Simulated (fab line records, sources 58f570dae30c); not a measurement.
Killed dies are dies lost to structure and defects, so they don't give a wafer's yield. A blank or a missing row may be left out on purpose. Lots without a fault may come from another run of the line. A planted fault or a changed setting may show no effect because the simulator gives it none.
A struck lot beside a sound one | flow berkeley_cmos170 | 14 steps out of a route of 331
Sound: wafers L202.1, L202.3, L202.6. Struck: wafers L209.1, L209.4, L209.5. The cause comes at the end.
At each step with rows: each side's tool, then ch and its chambers, then its first start. Under that, the readings that differ: sound wafers | struck wafers | difference of the means | sigmas: that difference in standard deviations of wafers without a fault.
alike: readings whose means differ by less than 2 such deviations, and words and numbers that are the same on both sides. not compared: withheld readings, readings that some wafer has no value for, bounds like >300 that may hide the same value, and numbers for which the record gives no deviation and whose values overlap.
The two part at a step that has a row with sigmas, a row that says differs or no value, or rows on one side only. Numbers that don't overlap but have no deviation are shown without sigmas and don't part them. A reading that every wafer of one side lacks parts them only if that side has two wafers or more.

UCB170_PVT_STRIP_08: strips in O2.
  sound on plasma_asher-02 ch 0,1, day 7 17:23; struck on plasma_asher-01 ch 0, day 9 04:48
  alike: drypump_motor_current_A, oes_product_au, strip_time_to_endpoint_s
  not compared: rf_hours_counter_h
UCB170_PVT_TW_MEAS_09:
  sound on film_metro-03, day 7 17:29; struck on film_metro-02, day 9 04:54
  alike: PVT_TW
then, 1 step without rows for these wafers: UCB170_GATE_WET_ETCH_00 (etches SiO2 in dHF, time 200 s).
UCB170_FIELD_THK_MEAS_91:
  sound on film_metro-04, day 7 17:51; struck on film_metro-04, day 9 05:14
  alike: FIELD_OXIDE_LEFT_2_THK
then, 1 step without rows for these wafers: UCB170_GATE_OXIDATION_01 (target thk 6.6 nm, ox time 1800 s).
UCB170_GATE_THK_MEAS_02:
  sound on film_metro-01, day 7 22:08; struck on film_metro-02, day 9 11:13
  alike: GATE_OXIDE_THK
then, 2 steps without rows for these wafers: UCB170_GATE_ANNEAL_03 (time 1800 s); UCB170_GATE_CVD_04 (deposits poly-Si from SiH4, time 1440 s, target thk 214 nm).
UCB170_GATE_THK_MEAS_05:
  sound on film_metro-01, day 8 05:23; struck on film_metro-01, day 9 19:12
  alike: GATE_POLY_THK
then, 3 steps without rows for these wafers: UCB170_GATE_COAT_06; UCB170_GATE_COAT_07 (resist thk 900 nm); UCB170_GATE_SOFTBAKE_08 (time 60 s).
UCB170_GATE_EXPOSE_09: exposes mask POLY, target cd 350 nm.
  sound on krf_scanner-02 ch 0, day 8 06:47; struck on krf_scanner-01, day 9 19:58
  no value came back on the struck wafers for exposure_dose_mJ_cm2, focus_offset_nm (nm), sigma_outer; on the sound wafers exposure_dose_mJ_cm2 reads 20.952 20.981 20.960
  alike: mask
then, 1 step without rows for these wafers: UCB170_GATE_PEB_10.

WHERE THEY PART
Only at UCB170_GATE_EXPOSE_09, within this record.

WHY: what the simulator had put in
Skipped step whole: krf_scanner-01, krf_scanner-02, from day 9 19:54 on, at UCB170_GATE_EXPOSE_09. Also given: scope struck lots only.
